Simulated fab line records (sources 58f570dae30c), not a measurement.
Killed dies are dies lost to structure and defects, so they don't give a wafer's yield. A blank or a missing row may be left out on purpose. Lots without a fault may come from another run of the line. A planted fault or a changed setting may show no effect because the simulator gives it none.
What tool caused it? | flow berkeleyCmos170 | 39 wafers from 13 lots sampled at 5 of the route's 331 steps

## WHAT THE GAUGES READ, wafer by wafer
UCB170_ACTIVE_CD_MEAS_90 targets a cd of 1200 nm. Usual: cdNm 1200.0 nm, standard deviation 1.3.
lot  | measured    | on       | cdNm (nm)            | flag
L360 | day 3 17:42 | cdSem-01 | 1199.8 1201.5 1199.3 | 
L361 | day 4 10:43 | cdSem-01 | 1199.4 1199.8 1200.4 | 
L363 | day 4 16:44 | cdSem-02 | 1200.2 1200.4 1202.0 | 
L365 | day 4 23:39 | cdSem-02 | 1197.7 1198.5 1199.6 | 
L366 | day 5 07:58 | cdSem-01 | 1197.4 1198.6 1198.3 | 
L367 | day 5 19:27 | cdSem-01 | 1199.8 1200.2 1201.1 | 
L369 | day 6 05:50 | cdSem-01 | 1198.4 1200.9 1200.0 | 
L375 | day 7 02:50 | cdSem-01 | 1199.9 1201.6 1200.4 | 
L376 | day 7 14:10 | cdSem-02 | 1200.1 1199.2 1198.2 | 
L377 | day 7 20:59 | cdSem-02 | 1198.3 1198.8 1197.3 | 
L379 | day 8 07:24 | cdSem-02 | 1200.3 1198.8 1198.6 | 
L378 | day 8 08:08 | cdSem-01 | 1198.9 1200.7 1200.6 | 
L380 | day 8 13:13 | cdSem-02 | 1200.1 1200.9 1200.1 | 

UCB170_SACOX_THK_MEAS_02. Usual: SACOX_OXIDE_THK 14.36 nm, standard deviation 0.3.
lot  | measured    | on           | SACOX_OXIDE_THK (nm) | flag
L360 | day 4 13:40 | filmMetro-03 | 13.89 14.28 14.14    | 
L361 | day 5 06:19 | filmMetro-01 | 14.45 14.75 14.62    | 
L363 | day 5 11:09 | filmMetro-01 | 14.04 13.96 14.16    | 
L365 | day 5 19:32 | filmMetro-03 | 14.62 14.42 14.58    | 
L366 | day 6 06:07 | filmMetro-03 | 14.43 14.62 14.68    | 
L367 | day 6 18:37 | filmMetro-03 | 14.35 14.18 14.15    | 
L369 | day 7 02:40 | filmMetro-01 | 13.97 14.15 13.88    | 
L375 | day 8 02:08 | filmMetro-03 | 14.40 14.06 14.27    | 
L376 | day 8 11:34 | filmMetro-03 | 14.58 14.69 14.75    | 
L377 | day 8 17:37 | filmMetro-01 | 14.32 14.23 14.25    | 
L379 | day 9 05:30 | filmMetro-03 | 14.34 14.36 14.23    | 
L378 | day 9 05:31 | filmMetro-02 | 13.89 14.07 13.99    | 
L380 | day 9 10:22 | filmMetro-03 | 14.76 14.35 14.72    | 

UCB170_GATE_THK_MEAS_05. Usual: GATE_POLY_THK 214.1 nm, standard deviation 1.9.
lot  | measured     | on           | GATE_POLY_THK (nm) | flag
L360 | day 5 09:31  | filmMetro-02 | 214.6 213.3 212.9  | 
L361 | day 6 06:22  | filmMetro-02 | 213.0 212.2 211.9  | 
L363 | day 6 14:43  | filmMetro-03 | 216.1 216.4 214.9  | 
L365 | day 6 18:22  | filmMetro-02 | 214.1 214.1 214.5  | 
L366 | day 7 08:27  | filmMetro-02 | 215.2 213.1 212.9  | 
L367 | day 7 18:23  | filmMetro-02 | 212.4 214.2 214.5  | 
L369 | day 8 02:04  | filmMetro-02 | 392.6 391.1 391.5  | OFF
L375 | day 9 02:02  | filmMetro-02 | 215.3 214.2 217.5  | 
L376 | day 9 15:24  | filmMetro-02 | 213.5 212.4 211.9  | 
L377 | day 9 21:42  | filmMetro-03 | 219.6 218.3 219.8  | 
L379 | day 10 06:38 | filmMetro-02 | 213.5 209.6 212.5  | 
L378 | day 10 06:39 | filmMetro-03 | 214.1 215.9 216.2  | 
L380 | day 10 11:55 | filmMetro-03 | 216.2 216.0 216.6  | 

UCB170_GATE_OVL_MEAS_13. Usual: GATE_OVL 4 nm, standard deviation 5.
lot  | measured     | on         | GATE_OVL (nm) | flag
L360 | day 5 10:41  | overlay-01 | 0 8 0         | 
L361 | day 6 07:34  | overlay-01 | -3 -7 -5      | 
L363 | day 6 16:25  | overlay-02 | 5 4 2         | 
L365 | day 6 19:30  | overlay-02 | 7 6 6         | 
L366 | day 7 09:47  | overlay-02 | 2 -3 0        | 
L367 | day 7 19:25  | overlay-01 | -2 1 2        | 
L369 | day 8 03:13  | overlay-01 | 7 4 0         | 
L375 | day 9 03:11  | overlay-02 | 4 1 9         | 
L376 | day 9 16:32  | overlay-01 | 3 14 14       | 
L377 | day 9 22:52  | overlay-01 | 13 10 10      | 
L379 | day 10 07:54 | overlay-01 | 4 3 13        | 
L378 | day 10 07:47 | overlay-02 | -2 -3 -2      | 
L380 | day 10 12:59 | overlay-02 | 2 -7 2        | 

## WHICH TOOL RAN EACH LOT (tool, then ch and the chambers of the sampled wafers, then the start)
lot  | UCB170_GATE_CVD_04
L360 | lpcvd-01 ch 1, day 5 08:07
L361 | lpcvd-02 ch 0, day 6 04:56
L363 | lpcvd-02 ch 1, day 6 13:17
L365 | lpcvd-01 ch 0, day 6 16:58
L366 | lpcvd-02 ch 1, day 7 06:59
L367 | lpcvd-01 ch 0, day 7 16:59
L369 | lpcvd-02 ch 0, day 8 00:40
L375 | lpcvd-01 ch 0, day 9 00:37
L376 | lpcvd-01 ch 0, day 9 13:59
L377 | lpcvd-01 ch 0, day 9 20:17
L379 | lpcvd-01 ch 1, day 10 05:14
L378 | lpcvd-01 ch 0, day 10 05:14
L380 | lpcvd-01 ch 1, day 10 10:29
- UCB170_GATE_CVD_04: deposits poly-Si from SiH4, time 1440 s, target thk 214 nm.

## WHAT THE TOOLS THEMSELVES READ (means of the sampled wafers that have a number; where no wafer has one, the mark that the record gives instead)
UCB170_GATE_CVD_04. Usual: spikeTcCentreC 613.2 C, standard deviation 1; spikeTcSourceC 628.6 C, standard deviation 2.2; zonePowerSourcePct 12.4 %, standard deviation 1.1.
lot  | tool     | spikeTcCentreC (C) | spikeTcSourceC (C) | zonePowerSourcePct (%) | flag
L360 | lpcvd-01 | 613.9              | 629.3              | 11.5                   | 
L361 | lpcvd-02 | 612.9              | 629.4              | 12.3                   | 
L363 | lpcvd-02 | 612.4              | 630.4              | 14.2                   | 
L365 | lpcvd-01 | 612.4              | 625.4              | 11.7                   | 
L366 | lpcvd-02 | 612.9              | 631.0              | 14.4                   | 
L367 | lpcvd-01 | 613.4              | 624.9              | 11.9                   | 
L369 | lpcvd-02 | 613.1              | 629.0              | 12.3                   | 
L375 | lpcvd-01 | 612.7              | 625.5              | 11.8                   | 
L376 | lpcvd-01 | 612.8              | 624.9              | 11.8                   | 
L377 | lpcvd-01 | 613.2              | 625.4              | 11.7                   | 
L379 | lpcvd-01 | 614.5              | 629.5              | 11.6                   | 
L378 | lpcvd-01 | 613.4              | 623.8              | 11.9                   | 
L380 | lpcvd-01 | 612.4              | 629.0              | 11.4                   | 

## THE ANSWER, worked out from the rows above alone
Rule: a lot counts as off when the mean over its wafers that have a number is more than 3 standard deviations away from the usual mean. A lot without any number at a reading at which 4 lots or more have one is off too. The other lots that the step has rows for count as sound. Order of review: gauges by route order, followed by the tools' own readings, for which a lot's mean as printed above is used. The first step at which some lot is off is used, and at that step the reading that is off furthest; a lot without a number counts as furthest.
Off: L369, at UCB170_GATE_THK_MEAS_05 (GATE_POLY_THK).
A tool fits if, at a process step before that reading, it ran every lot that is off, and no sound lot after the first of them. Gauges at UCB170_GATE_THK_MEAS_05: tried the same way as those tools. One fits: lpcvd-02 at UCB170_GATE_CVD_04. Its last sound lot is L366 (day 7 06:59), its first lot that is off L369 (day 8 00:40): a fault that began between those two fits.

## WHAT HAD BEEN PUT IN BY THE SIMULATOR
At UCB170_GATE_CVD_04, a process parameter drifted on lpcvd-02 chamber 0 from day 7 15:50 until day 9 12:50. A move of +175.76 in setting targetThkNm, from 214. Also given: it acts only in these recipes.
Lots struck among those shown: L369. The rule above reached the same finding.
